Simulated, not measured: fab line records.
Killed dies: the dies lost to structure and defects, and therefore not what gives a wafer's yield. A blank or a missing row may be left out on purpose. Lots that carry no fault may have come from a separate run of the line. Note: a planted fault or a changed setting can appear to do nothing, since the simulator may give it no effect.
Split-lot experiment + flow berkeley_cmos170 + route with 331 steps; 5 lots, 23 wafers read

## THE SPLIT ITSELF
At UCB170_NWELL_COAT_07 (resist thk 900 nm), the setting spin_rpm was moved away from the recipe's 1500 rpm on 4 of the 23 wafers read, by -5.2% to -3.7%. All remaining wafers had this setting at the recipe value.

Reading taken at the split's own step.

## THE READING
KrF_of_NWELL_COAT_07.thk_nm (the simulator's own value, which no gauge read), in nm, at UCB170_NWELL_COAT_07 (resist thk 900 nm). There is no usual value for it anywhere in the file. Across the 19 wafers here that went through the recipe, the average is 899.5 nm and the standard deviation 3.9 nm.

| wafer  | tool, chamber at the split | spin_rpm as run, rpm | against the recipe | KrF_of_NWELL_COAT_07.thk_nm, nm | against lot-mates on the recipe |
|--------|----------------------------|----------------------|--------------------|---------------------------------|---------------------------------|
| L075.1 | litho_track-02, 0          | 1422                 | -5.2%              | 924.8                           | +27.4                           |
| L075.2 | litho_track-02, 0          | 1500                 | recipe             | 896.3                           | -                               |
| L075.3 | litho_track-02, 0          | 1500                 | recipe             | 898.5                           | -                               |
| L075.4 | litho_track-02, 0          | 1500                 | recipe             | 897.3                           | -                               |
| L075.5 | litho_track-02, 0          | 1422                 | -5.2%              | 922.4                           | +25.0                           |
| L077.1 | litho_track-03, 0          | 1445                 | -3.7%              | 916.2                           | +15.7                           |
| L077.2 | litho_track-03, 0          | 1500                 | recipe             | 900.7                           | -                               |
| L077.4 | litho_track-03, 0          | 1500                 | recipe             | 899.8                           | -                               |
| L077.5 | litho_track-03, 0          | 1500                 | recipe             | 900.9                           | -                               |
| L077.6 | litho_track-03, 0          | 1445                 | -3.7%              | 918                             | +17.5                           |
| L083.1 | litho_track-03, 0          | 1500                 | recipe             | 903.4                           | -                               |
| L083.2 | litho_track-03, 0          | 1500                 | recipe             | 905.9                           | -                               |
| L083.3 | litho_track-03, 0          | 1500                 | recipe             | 904.9                           | -                               |
| L083.5 | litho_track-03, 0          | 1500                 | recipe             | 903.6                           | -                               |
| L083.6 | litho_track-03, 0          | 1500                 | recipe             | 904.7                           | -                               |
| L084.2 | litho_track-02, 0          | 1500                 | recipe             | 900.5                           | -                               |
| L084.3 | litho_track-02, 0          | 1500                 | recipe             | 902.4                           | -                               |
| L084.6 | litho_track-02, 0          | 1500                 | recipe             | 900.6                           | -                               |
| L085.2 | litho_track-04, 0          | 1500                 | recipe             | 893.7                           | -                               |
| L085.3 | litho_track-04, 0          | 1500                 | recipe             | 895.8                           | -                               |
| L085.4 | litho_track-04, 0          | 1500                 | recipe             | 895.1                           | -                               |
| L085.5 | litho_track-04, 0          | 1500                 | recipe             | 893.5                           | -                               |
| L085.6 | litho_track-04, 0          | 1500                 | recipe             | 893.8                           | -                               |

THE FIT
A straight line over all 23 wafers: KrF_of_NWELL_COAT_07.thk_nm changes by -4.68 nm for each +1% of spin_rpm; r = -0.91; the points scatter about the line by 3.8 nm.
The same after taking each lot's own level away (the mean of its wafers on the recipe; 23 wafers): -4.88 nm for each +1%; r = -0.99; scatter 1 nm.
Per that fit: largest spin_rpm move, reading shift of 25 nm.
Measured against the standard deviation above, the lots' own levels, which go from 894.38 to 904.50 nm, span 2.6 times it.
The two slopes agree, so the slope changes little with the lot-to-lot level.
Check: with one of the wafers moved furthest among these (-5.2%) left out of the fit, the line predicts +24.3 nm for it against its lot-mates. It came out at +27.4 nm against them.

## FURTHER SPLITS ON THESE WAFERS
Before the reading, these wafers also passed through other splits. Each is held against what the fit with the lots' levels taken away leaves over:
| other split on the same wafers   | wafers away from the commonest value | r with KrF_of_NWELL_COAT_07.thk_nm (lot level and that fit taken away) |
|----------------------------------|--------------------------------------|------------------------------------------------------------------------|
| UCB170_START_OXIDATION_02 temp_c | 10                                   | +0.13                                                                  |

## THE FILE'S OWN FIT
KrF_of_NWELL_COAT_07.thk_nm changes by -4.87 nm for each +1% of spin_rpm, r = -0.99.
